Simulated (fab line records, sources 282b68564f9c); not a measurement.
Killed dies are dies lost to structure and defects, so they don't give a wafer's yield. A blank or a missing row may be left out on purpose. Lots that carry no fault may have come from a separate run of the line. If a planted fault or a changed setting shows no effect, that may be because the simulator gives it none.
One fault through the eyes of 2 desks / flow rit-cmos / each desk has only its own numbers; what lay behind them comes last

FROM THE METROLOGY DESK
What the gauges read for every lot (on any tool): the sampled wafers with a number, averaged. The brackets show how far a lot's mean lies from the usual mean; more than 4 standard deviations puts the lot out of limits, marked OUT.
Columns: A = CONTACT_TEOS_THK at RIT_CONTACT_THK_MEAS_01, usual 399 nm
lot=L309; first seen here=day 3 15:28; A=395
lot=L311; first seen here=day 3 19:40; A=396
lot=L310; first seen here=day 3 21:41; A=393
lot=L312; first seen here=day 4 02:30; A=401
lot=L313; first seen here=day 4 07:03; A=391
lot=L314; first seen here=day 4 12:16; A=394
lot=L316; first seen here=day 4 20:20; A=394
lot=L319; first seen here=day 5 09:25; A=403
lot=L318; first seen here=day 5 11:39; A=399
lot=L325; first seen here=day 6 14:32; A=350 (-9.5) OUT
lot=L328; first seen here=day 7 06:56; A=347 (-9.9) OUT
lot=L329; first seen here=day 7 10:57; A=401
lot=L330; first seen here=day 7 16:48; A=402
lot=L332; first seen here=day 8 03:04; A=400
This desk reports L325, L328 out of limits; the earliest was L325 at day 6 14:32 (CONTACT_TEOS_THK at RIT_CONTACT_THK_MEAS_01). Within limits: L309, L311, L310, L312, L313, L314, L316, L319, L318, L329, L330, L332.

AT THE TOOL OWNER'S DESK: pecvd-03
The tool's own readings at RIT_CONTACT_CVD_00 (deposits SiO2 from TEOS, target thk 400 nm, time 61 s): means of the sampled wafers that have a number, for each lot that ran on this tool. The brackets show how far a lot's mean lies from the usual mean; more than 4 standard deviations puts the lot out of limits, marked OUT.
Columns: A = heater-power-w at RIT_CONTACT_CVD_00, usual 296 W
lot=L311; first seen here=day 3 19:35; A=274
lot=L313; first seen here=day 4 06:59; A=257
lot=L316; first seen here=day 4 20:16; A=320
lot=L318; first seen here=day 5 11:36; A=257
lot=L325; first seen here=day 6 14:29; A=258
lot=L328; first seen here=day 7 06:53; A=226
This desk's finding: nothing out of limits on any of the 6 lots.

TAKEN TOGETHER
The metrology desk could have raised an alarm at day 6 14:32, on L325, L328.
The desk of the tool owner found nothing out of limits.
Tool owner's desk: L325, L328 on record, inside its limits.
All the named lots went through RIT_CONTACT_CVD_00 on pecvd-03.

WHAT THE SIMULATOR PUT IN
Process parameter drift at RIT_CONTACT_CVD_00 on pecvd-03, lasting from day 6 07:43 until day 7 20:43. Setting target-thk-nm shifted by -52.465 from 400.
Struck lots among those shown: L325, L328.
Delay in hours, fault start to first out-of-limits reading, per desk: metrology desk 7.
